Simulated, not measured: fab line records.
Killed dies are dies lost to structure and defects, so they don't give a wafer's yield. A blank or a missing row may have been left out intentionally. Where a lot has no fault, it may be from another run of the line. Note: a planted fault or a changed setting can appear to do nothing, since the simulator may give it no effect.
Problem report in the 8D (eight disciplines) form, filled by code -- flow ritCmos -- the parts of the form that need people (team, actions taken, sign-off) are left out

== 1. PROBLEM STATEMENT ==
Mean of killedAtFrontEnd at RIT_M1_PROBE_99: 47 across 6 wafers in 2 lots; on wafers with no fault it is 7 (standard deviation 3.1). Relative to the usual mean, that is a shift of +13 standard deviations.
First seen on wafer L143.1, day 5 02:25, on prober-01. At this step, 42 wafers from 14 lots have a number in the record. Rule for "out" (also "out of limits"): further than 4 standard deviations from the usual mean. Any other wafer with a number is counted as sound.

== 2. WHAT THIS IS AND IS NOT ==
question,is,is not
which readings at this step,"killedAtFrontEnd, killedDies","killed_at_M0_to_M3, killedAtContacts, killedOpen, killedShort"
which lots,"L143, L148","L137, L138, L139, L141, L144, L145, L149, L150, L153, L155, L157, L159"
which wafers of those lots,all that have a number,-
read on which tools,"prober-01, prober-02",-
when,from day 5 02:25,"up to then (12 sound wafers); but 24 sound wafers of L144, L145, L149, L150, L153, L155, L157, L159 came after"

== 3. WHAT RULES OUT EACH SUSPECT ==
Counting: a tool at a process step up to the reading stays a suspect if it ran every lot that is out and no sound lot after the first of them.
- lpcvd-02 at RIT_SPACER_CVD_03 (deposits Si3N4 from SiH2Cl2/NH3, target thk 250 nm, time 3300 s): ruled out as a lasting fault. The sound lots L149, L150 went through it after L143, its earliest lot that is out (day 4 13:29).
Left after counting: nothing in the record.

== 4. THE CAUSE (what the simulator had put in) ==
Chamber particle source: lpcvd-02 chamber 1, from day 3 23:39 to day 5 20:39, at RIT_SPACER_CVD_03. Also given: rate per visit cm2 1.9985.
It was ruled out by counting, in error; the rule expects a fault to strike all lots run on its tool from its start on, and this fault did not.

== 5. THE CHAIN OF EFFECTS, in route order ==
Each row: a reading whose mean over the struck wafers that have a number lies more than 3 standard deviations from the usual. Only readings for which the record gives a usual standard deviation are gone through. hours: the time from each lot's start at the first step in this table that gives one to its start at this step, as a median over the lots. sigmas: the change in usual standard deviations.
hours,step,reading,usual,on struck wafers,change,sigmas
0,RIT_M1_PROBE_99,killedAtFrontEnd,7,47,+40,+13
0,RIT_M1_PROBE_99,killedDies,7,47,+40,+13
Here are the process steps it includes:
- RIT_M1_PROBE_99

== 6. HOW IT WOULD HAVE BEEN CAUGHT EARLIER ==
In this record no reading fell out of limits until day 5 02:25, 27 hours after the fault had begun at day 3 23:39.
